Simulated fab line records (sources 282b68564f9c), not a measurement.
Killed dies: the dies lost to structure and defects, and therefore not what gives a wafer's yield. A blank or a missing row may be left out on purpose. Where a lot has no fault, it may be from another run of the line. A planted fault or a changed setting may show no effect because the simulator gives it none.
Which tool was responsible? + flow rit_cmos + Sampling: 14 lots, 42 wafers, 3 of 202 route steps

== WHAT EACH GAUGE READ, for each wafer ==
RIT_PWELL_TW_MEAS_10.
| lot  | measured    | on            | PWELL_TW       |
|------|-------------|---------------|----------------|
| L200 | day 1 23:05 | film_metro-04 | 958 953 953    |
| L201 | day 2 05:10 | film_metro-01 | 929 931 928    |
| L202 | day 2 12:42 | film_metro-02 | 950 954 949    |
| L204 | day 2 23:57 | film_metro-02 | 949 958 954    |
| L205 | day 3 02:36 | film_metro-04 | 959 953 954    |
| L206 | day 3 06:05 | film_metro-04 | 954 950 954    |
| L207 | day 3 11:02 | film_metro-04 | 1070 1073 1076 |
| L208 | day 3 20:49 | film_metro-02 | 1074 1074 1068 |
| L209 | day 4 00:53 | film_metro-01 | 930 935 931    |
| L215 | day 5 04:02 | film_metro-01 | 928 929 930    |
| L220 | day 6 04:07 | film_metro-02 | 952 947 949    |
| L221 | day 6 09:26 | film_metro-01 | 928 929 932    |
| L222 | day 6 17:07 | film_metro-04 | 958 959 952    |
| L223 | day 6 20:08 | film_metro-04 | 961 957 958    |

RIT_WELLDRIVE_RS_MEAS_02: measures by four-point-probe.
| lot  | measured    | on            | PWELL_RS (ohm/sq) |
|------|-------------|---------------|-------------------|
| L200 | day 2 04:32 | film_metro-01 | 428.1 428.0 430.0 |
| L201 | day 2 11:23 | film_metro-01 | 430.5 430.1 429.4 |
| L202 | day 2 18:01 | film_metro-01 | 430.2 427.2 429.5 |
| L204 | day 3 05:23 | film_metro-04 | 428.5 427.8 429.2 |
| L205 | day 3 09:07 | film_metro-04 | 427.5 428.9 429.4 |
| L206 | day 3 12:58 | film_metro-04 | 428.2 430.1 429.9 |
| L207 | day 3 18:07 | film_metro-02 | 345.1 345.0 345.5 |
| L208 | day 4 02:08 | film_metro-02 | 343.7 343.5 345.0 |
| L209 | day 4 07:46 | film_metro-01 | 429.3 428.9 431.7 |
| L215 | day 5 09:18 | film_metro-01 | 430.1 429.7 429.9 |
| L220 | day 6 11:03 | film_metro-01 | 428.5 427.9 427.8 |
| L221 | day 6 15:56 | film_metro-01 | 427.4 428.3 428.4 |
| L222 | day 6 23:11 | film_metro-02 | 427.7 428.7 428.1 |
| L223 | day 7 02:03 | film_metro-01 | 429.7 429.5 429.3 |

== EACH LOT AND THE TOOL THAT RAN IT (in order: tool; ch and the chambers of the sampled wafers; start) ==
| lot  | RIT_PWELL_IMPLANT_08           |
|------|--------------------------------|
| L200 | implanter-02 ch 0, day 1 22:48 |
| L201 | implanter-02 ch 0, day 2 04:52 |
| L202 | implanter-03 ch 0, day 2 12:23 |
| L204 | implanter-03 ch 0, day 2 23:40 |
| L205 | implanter-04 ch 0, day 3 02:17 |
| L206 | implanter-04 ch 0, day 3 05:46 |
| L207 | implanter-04 ch 0, day 3 10:44 |
| L208 | implanter-04 ch 0, day 3 20:31 |
| L209 | implanter-02 ch 0, day 4 00:34 |
| L215 | implanter-02 ch 0, day 5 03:43 |
| L220 | implanter-03 ch 0, day 6 03:47 |
| L221 | implanter-04 ch 0, day 6 09:07 |
| L222 | implanter-02 ch 0, day 6 16:47 |
| L223 | implanter-04 ch 0, day 6 19:49 |
- RIT_PWELL_IMPLANT_08

== WHAT THE TOOLS THEMSELVES READ (means of the sampled wafers that have a number; where no wafer has one, the mark that the record gives instead) ==
RIT_PWELL_IMPLANT_08.
| lot  | tool         | dose_ions_cm2 | faraday_current_uA |
|------|--------------|---------------|--------------------|
| L200 | implanter-02 | 7e+13         | 224                |
| L201 | implanter-02 | 7e+13         | 219                |
| L202 | implanter-03 | 7e+13         | 225                |
| L204 | implanter-03 | 7e+13         | 225                |
| L205 | implanter-04 | 7e+13         | 218                |
| L206 | implanter-04 | 7e+13         | 218                |
| L207 | implanter-04 | 1e+14         | 320                |
| L208 | implanter-04 | 1e+14         | 316                |
| L209 | implanter-02 | 7e+13         | 223                |
| L215 | implanter-02 | 7e+13         | 222                |
| L220 | implanter-03 | 7e+13         | 218                |
| L221 | implanter-04 | 7e+13         | 224                |
| L222 | implanter-02 | 7e+13         | 222                |
| L223 | implanter-04 | 7e+13         | 221                |

== THE ANSWER, worked out from the rows above alone ==
Rule: usual is defined by the lots themselves. The widest of any qualifying gaps counts: lots, ordered by their means at a reading, are off when they make up no more than a third of the lots, leave a main group of 4 or more, and stand apart from it by 3 or more times the standard deviation of that group's means. If all means in a main group match to the digits the tables above print for the reading, that group is not used. Also off: a lot with no number at a reading for which 4 or more lots have one. All remaining lots with rows at the step are treated as sound. Order of review: gauges by route order, followed by the tools' own readings, for which a lot's mean as printed above is used. At the first step where some lot is off, the reading lying furthest off is the one used; lots without a number count as furthest.
Off: at RIT_PWELL_TW_MEAS_10 (PWELL_TW), L207, L208. For the main group the mean is 946 and the standard deviation 12.
A tool fits if, at a process step before that reading, it ran every lot that is off, and no sound lot after the first of them. Not tried: the gauges at RIT_PWELL_TW_MEAS_10; whatever is off there is also off at RIT_PWELL_IMPLANT_08, on other tools, and gauge error can't account for it. Of those tried, none fits.

== WHAT HAD BEEN PUT IN BY THE SIMULATOR ==
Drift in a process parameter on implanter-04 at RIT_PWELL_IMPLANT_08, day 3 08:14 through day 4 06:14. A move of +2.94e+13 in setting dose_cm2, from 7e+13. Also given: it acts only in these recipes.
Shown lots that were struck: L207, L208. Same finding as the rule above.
